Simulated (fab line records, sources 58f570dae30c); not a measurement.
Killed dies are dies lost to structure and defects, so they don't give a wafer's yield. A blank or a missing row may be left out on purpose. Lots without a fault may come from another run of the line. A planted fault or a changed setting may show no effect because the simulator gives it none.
One fault seen from 2 desks | flow berkeley_cmos170 | each desk has only its own numbers; what lay behind them comes last

THE METROLOGY DESK
What the gauges read, lot by lot, whatever tool the lot ran on: means of the sampled wafers that have a number. A lot is out of limits, marked OUT, if its mean lies more than 4 standard deviations from the usual mean; the brackets give that distance.
Columns: A = PWELL_OVL at UCB170_PWELL_OVL_MEAS_13, usual 4 nm; B = M1_AL_RS at UCB170_M1_RS_MEAS_01, usual 0.0485 ohm/sq; C = M1_AL_THK at UCB170_M1_THK_MEAS_02, usual 620 nm
lot  | first seen here | A  | B      | C
L829 | day 3 08:27     | -1 | 0.0483 | 622
L830 | day 3 08:49     | 2  | 0.0481 | 620
L832 | day 3 14:57     | 5  | 0.0485 | 622
L833 | day 4 06:05     | -1 | 0.0493 | 606
L834 | day 4 06:11     | 11 | 0.0487 | 620
L835 | day 4 12:49     | 12 | 0.0493 | 610
L837 | day 4 12:52     | -1 | 0.0478 | 631
L836 | day 4 12:58     | 8  | 0.0487 | 616
L839 | day 5 07:50     | 5  | 0.0476 | 630
L841 | day 5 16:43     | 2  | 0.0486 | 621
L843 | day 5 22:14     | 4  | 0.0475 | 627
L847 | day 7 03:01     | 4  | 0.0478 | 626
L846 | day 7 03:19     | 7  | 0.0489 | 618
L850 | day 7 15:31     | -2 | 0.0489 | 618
This desk's finding: nothing out of limits on any of the 14 lots.

THE TOOL OWNER'S DESK: litho_track-03
The tool's own readings at UCB170_BACKSIDE_SOFTBAKE_02 (time 60 s): means of the sampled wafers that have a number, for each lot that ran on this tool. A lot is out of limits, marked OUT, if its mean lies more than 4 standard deviations from the usual mean; the brackets give that distance.
Columns: A = heater_power_total_W at UCB170_BACKSIDE_SOFTBAKE_02, usual 56.80 W; B = plate_temp_C at UCB170_BACKSIDE_SOFTBAKE_02, usual 130.02 C
lot  | first seen here | A               | B
L830 | day 7 04:20     | 56.79           | 129.93
L832 | day 7 08:19     | 56.84           | 130.05
L829 | day 7 11:14     | 56.78           | 130.04
L837 | day 8 09:22     | 56.79           | 130.14
L839 | day 9 07:26     | 56.80           | 130.05
L847 | day 10 17:46    | 56.79           | 129.99
L846 | day 10 18:13    | 53.24 (-70) OUT | 123.83 (-48) OUT
L850 | day 11 05:53    | 53.28 (-69) OUT | 123.93 (-47) OUT
This desk's finding: out of limits on L846, L850; first on L846, day 10 18:13 (heater_power_total_W at UCB170_BACKSIDE_SOFTBAKE_02). In limits: L830, L832, L829, L837, L839, L847.

PUT TOGETHER
The tool owner's desk could have raised an alarm at day 10 18:13, on L846, L850.
The metrology desk saw nothing out of limits.
The metrology desk has L846, L850 on record, within its limits.
Of the lots named, all ran UCB170_BACKSIDE_SOFTBAKE_02 on litho_track-03.

WHAT THE SIMULATOR HAD PUT IN
Process parameter drift: litho_track-03, from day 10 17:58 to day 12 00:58, at UCB170_BACKSIDE_SOFTBAKE_02. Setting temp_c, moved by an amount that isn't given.
Lots struck among those shown: L846, L850.
Hours from the fault's start to each desk's first reading out of limits: the tool owner's desk, 0.
